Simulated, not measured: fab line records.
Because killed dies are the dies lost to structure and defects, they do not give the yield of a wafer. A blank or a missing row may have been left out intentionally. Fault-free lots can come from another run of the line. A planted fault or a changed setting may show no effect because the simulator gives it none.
Comparing a struck lot with a sound one | flow berkeley cmos170 | 16 steps out of a route of 331
Sound: wafers L858.1, L858.4, L858.5. Wafers L856.1, L856.5, L856.6 were the ones struck. The cause comes at the end.
For every step that has rows: the tool of each side, followed by ch and its chambers, followed by its first start. Under that, the readings that differ: sound wafers | struck wafers | difference of the means | sigmas: that difference in standard deviations of wafers without a fault.
alike: a reading whose means differ by less than 2 such deviations, as well as words and numbers matching on both sides. not compared: withheld readings; readings where some wafer has no value; bounds like >300 that might hide an equal value; numbers whose values overlap and for which the record gives no deviation.
Wherever a step has rows on one side only, a row that says differs or no value, or a row with sigmas, the two part there. When numbers do not overlap yet have no deviation, they are printed without sigmas and do not part them. A reading that every wafer of one side lacks parts them only if that side has two wafers or more.

first, 1 step without rows for these wafers: UCB170_M3_SOFTBAKE_06 (time 60 s).
UCB170_M3_STRIP_07: strips in O2.
  sound on plasma asher-04 ch 0,1, day 12 02:38; struck on plasma asher-01 ch 0,1, day 12 07:08
  alike: drypump motor current A, oes product au, strip time to endpoint s
  not compared: rf hours counter h
then, 7 steps without rows for these wafers: UCB170_M3_STRIP_08 (strips KrF in DMSO, time 600 s); UCB170_M3_COAT_09; UCB170_M3_COAT_10 (resist thk 900 nm); UCB170_M3_SOFTBAKE_11 (time 60 s); UCB170_M3_EXPOSE_12 (exposes mask METAL3, target cd 700 nm); UCB170_M3_PEB_13; UCB170_M3_DEVELOP_14 (develop time 45 s).
UCB170_M3_CD_MEAS_15: the cd target is 700 nm.
  struck on cd sem-01, day 12 09:14; sound on cd sem-01, day 12 04:32
  alike: cd nm
UCB170_M3_OVL_MEAS_16:
  struck on overlay-01, day 12 09:22; sound on overlay-01, day 12 04:40
  alike: M3_OVL
UCB170_M3_ETCH_17: etches BARC in N2/H2.
  sound on rie diel-04 ch 0,1,2, day 12 04:42; struck on rie diel-02 ch 2,3, day 12 09:24
  alike: drypump motor current A, n2 flow sccm, oes product au, rf fwd power W, throttle valve pct
UCB170_M3_METAL_ETCH_18: etches Al in Cl2/BCl3, stops on SiO2, target depth 1170 nm, time 195 s.
  sound on rie metal-02 ch 0,1, day 12 04:44; struck on rie metal-01 ch 0,1, day 12 09:26
  reading                             | sound             | struck            | difference | sigmas
  rf fwd power W (W)                  | 599.5 599.0 594.4 | 529.8 528.9 527.6 | -68.9      | -33
  model.KrF_of_M3_COAT_10.thk nm (nm) | 189.1 185.9 201.1 | 291.1 287.4 295.2 | +99.2      |
  model.M3.cd nm (nm)                 | 697.5 697.1 695.5 | 708 699.9 707.5   | +8         |
  model.SiO2_of_V2_CVD_00.thk nm (nm) | 934.2 935.8 938.5 | 942.9 943.8 944.9 | +7.7       |
  alike: drypump motor current A, oes product au, throttle valve pct
  not compared: rf hours counter h
UCB170_M3_STRIP_19: strips in O2.
  sound on plasma asher-02 ch 0,1, day 12 04:56; struck on plasma asher-01 ch 0,1, day 12 09:38
  reading               | sound             | struck            | difference | sigmas
  oes product au (a.u.) | 0.514 0.512 0.526 | 0.625 0.618 0.635 | +0.109     | +6
  alike: drypump motor current A
  not compared: rf hours counter h
UCB170_M3_CD_MEAS_90: the cd target is 700 nm.
  struck on cd sem-01, day 12 09:44; sound on cd sem-02, day 12 05:02
  reading    | sound             | struck            | difference | sigmas
  cd nm (nm) | 697.5 696.9 695.6 | 707.7 700.0 707.6 | +8.4       | +3
UCB170_M3_PROBE_99:
  only the struck wafers here have rows in the record (prober-02, day 12 10:01); the sound ones have none

WHERE THEY PART
At UCB170_M3_METAL_ETCH_18 first; at UCB170_M3_PROBE_99 last (within this record only).

WHY: what the simulator had put in
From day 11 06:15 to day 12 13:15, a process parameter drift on rie metal-01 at UCB170_M3_METAL_ETCH_18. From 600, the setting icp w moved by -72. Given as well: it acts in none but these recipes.
